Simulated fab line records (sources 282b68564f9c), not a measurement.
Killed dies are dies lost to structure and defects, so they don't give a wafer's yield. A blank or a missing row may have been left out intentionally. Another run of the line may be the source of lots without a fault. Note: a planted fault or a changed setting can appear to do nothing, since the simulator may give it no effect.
8D (eight disciplines) problem report, filled in by code -- flow rit_cmos -- the parts of the form that need people (team, actions taken, sign-off) are left out

== 1. THE PROBLEM ==
Mean of heater_power_total_W at RIT_PSD_SOFTBAKE_02: 35.69 W across 6 wafers in 2 lots; on wafers with no fault it is 34.56 W (standard deviation 0.049). That puts it +23 standard deviations away from the usual mean.
The step: time 60 s.
Earliest sighting: wafer L249.1 on litho_track-01 at day 6 03:28. The record has a number at this step for 42 wafers belonging to 14 lots. By rule, "out" or "out of limits" means more than 4 standard deviations away from the usual mean. Any other wafer with a number is counted as sound.

== 2. WHAT IT IS, AND WHAT IT ISN'T ==
question,is,is not
which readings at this step,"heater_power_total_W, plate_temp_C",exhaust_pa
which lots,"L249, L250","L235, L236, L237, L238, L239, L240, L242, L243, L246, L251, L257, L258"
which wafers of those lots,all that have a number,-
read on which tools,litho_track-01,"litho_track-03, litho_track-04"
when,from day 6 03:28,"up to then (27 sound wafers); but 9 sound wafers of L251, L257, L258 came after"

== 3. SUSPECTS, AND WHAT RULES EACH OUT ==
Counting: a tool stays on the suspect list if, at a process step up to the reading, it processed all lots that are out and no sound lot following the first of them.
- litho_track-01 at RIT_PSD_SOFTBAKE_02 (time 60 s): kept. Every lot that is out went through it, starting with L249 (day 6 03:28), and after that it ran no sound lot; the last sound lot it ran before then is L246 (day 5 17:56). On those wafers its own readings are out: heater_power_total_W, plate_temp_C.
After counting, what remains is litho_track-01 at RIT_PSD_SOFTBAKE_02.

== 4. THE CAUSE (what the simulator had put in) ==
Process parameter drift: litho_track-01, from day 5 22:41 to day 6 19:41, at RIT_PSD_SOFTBAKE_02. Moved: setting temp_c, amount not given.
This tool alone remained once counting was done.

== 5. SEQUENCE OF EFFECTS, ordered by route ==
Each row: a reading where the mean over the struck wafers with a number is more than 3 standard deviations away from the usual. Only readings whose record carries a usual standard deviation are examined. hours: median over the lots of the time between each lot's start at the first step of this table that gives one and its start at this step. sigmas: the change, counted in usual standard deviations.
hours,step,reading,usual,on struck wafers,change,sigmas
0,RIT_PSD_SOFTBAKE_02,heater_power_total_W,34.56 W,35.69,+1.13,+23
0,RIT_PSD_SOFTBAKE_02,plate_temp_C,90.02 C,92.12,+2.10,+15
Process steps it contains:
- RIT_PSD_SOFTBAKE_02: time 60 s.

== 6. WHAT WOULD HAVE CAUGHT IT SOONER ==
First out-of-limits reading in this record: day 6 03:28, which is 5 hours after fault onset at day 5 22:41.
